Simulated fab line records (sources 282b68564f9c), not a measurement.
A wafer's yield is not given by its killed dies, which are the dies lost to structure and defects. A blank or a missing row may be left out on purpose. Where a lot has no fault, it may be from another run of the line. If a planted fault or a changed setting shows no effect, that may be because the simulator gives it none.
Struck lot and sound lot, side by side | flow rit_cmos | 17 steps out of a route of 202
Sound: the wafers L791.2, L791.5, L791.6. Struck: wafers L797.3, L797.5, L797.6. The cause is given at the end.
At each step with rows: each side's tool, then ch and its chambers, then its first start. Under that, the readings that differ: sound wafers | struck wafers | difference of the means | sigmas: that difference in standard deviations of wafers without a fault.
alike: same words and numbers on both sides, and readings whose means sit less than 2 such deviations apart. not compared: any withheld reading, any reading some wafer has no value for, any bound like >300 that may hide the same value, and any number with overlapping values for which the record gives no deviation.
Wherever a step has rows on one side only, a row that says differs or no value, or a row with sigmas, the two part there. Numbers that have no deviation but don't overlap get no sigmas and don't part them. A reading missing from all wafers of one side parts the sides only when that side holds two or more wafers.

first, 2 steps without rows for these wafers: RIT_NRETRO_HARDBAKE_07 (time 120 s); RIT_NRETRO_IMPLANT_08.
RIT_NRETRO_STRIP_09: strips in O2, time 180 s.
  sound on plasma_asher-01 ch 0,1, day 2 22:27; struck on plasma_asher-01 ch 0,1, day 4 07:46
  alike: drypump_motor_current_A, rf_refl_power_W
  not compared: rf_hours_counter_h
RIT_NRETRO_TW_MEAS_10:
  sound: film_metro-02 at day 2 22:38; struck: film_metro-04 at day 4 07:54
  alike: NRETRO_TW
then, 6 steps without rows for these wafers: RIT_PRETRO_HMDS_00 (prime time 60 s); RIT_PRETRO_COAT_01 (resist thk 1300 nm); RIT_PRETRO_SOFTBAKE_02 (time 60 s); RIT_PRETRO_EXPOSE_03 (exposes mask M5, target cd 43700 nm); RIT_PRETRO_PEB_04; RIT_PRETRO_DEVELOP_05 (develop time 68 s).
RIT_PRETRO_OVL_MEAS_06:
  sound: overlay-02 at day 2 23:41; struck: overlay-02 at day 4 08:50
  reading         | sound          | struck      | difference | sigmas
  PRETRO_OVL (nm) | -1.2 -0.9 -0.6 | 4.1 1.4 2.2 | +3.5       | +2
then, 1 step without rows for these wafers: RIT_PRETRO_HARDBAKE_07 (time 120 s).
RIT_PRETRO_IMPLANT_08:
  sound on implanter-04 ch 0, day 3 00:00; struck on implanter-02 ch 0, day 4 09:28
RIT_PRETRO_STRIP_09: strips in O2, time 180 s.
  sound on plasma_asher-01 ch 0,1, day 3 00:07; struck on plasma_asher-02 ch 0,1, day 4 09:38
  alike: drypump_motor_current_A, rf_refl_power_W
  not compared: rf_hours_counter_h
RIT_PRETRO_TW_MEAS_10:
  sound: film_metro-01 at day 3 00:19; struck: film_metro-03 at day 4 09:46
  reading   | sound       | struck      | difference | sigmas
  PRETRO_TW | 470 467 473 | 598 601 600 | +130       | +24
then, 1 step without rows for these wafers: RIT_GATE_WET_ETCH_00 (etches SiO2 in BOE, target depth 56 nm, time 60 s).
RIT_M1_PROBE_99:
  only the struck wafers here have rows in the record (prober-02, day 5 13:29); the sound ones have none

## WHERE THEY PART
Earliest at RIT_PRETRO_OVL_MEAS_06; latest, in this record, at RIT_M1_PROBE_99.

WHY: whatever the simulator had introduced
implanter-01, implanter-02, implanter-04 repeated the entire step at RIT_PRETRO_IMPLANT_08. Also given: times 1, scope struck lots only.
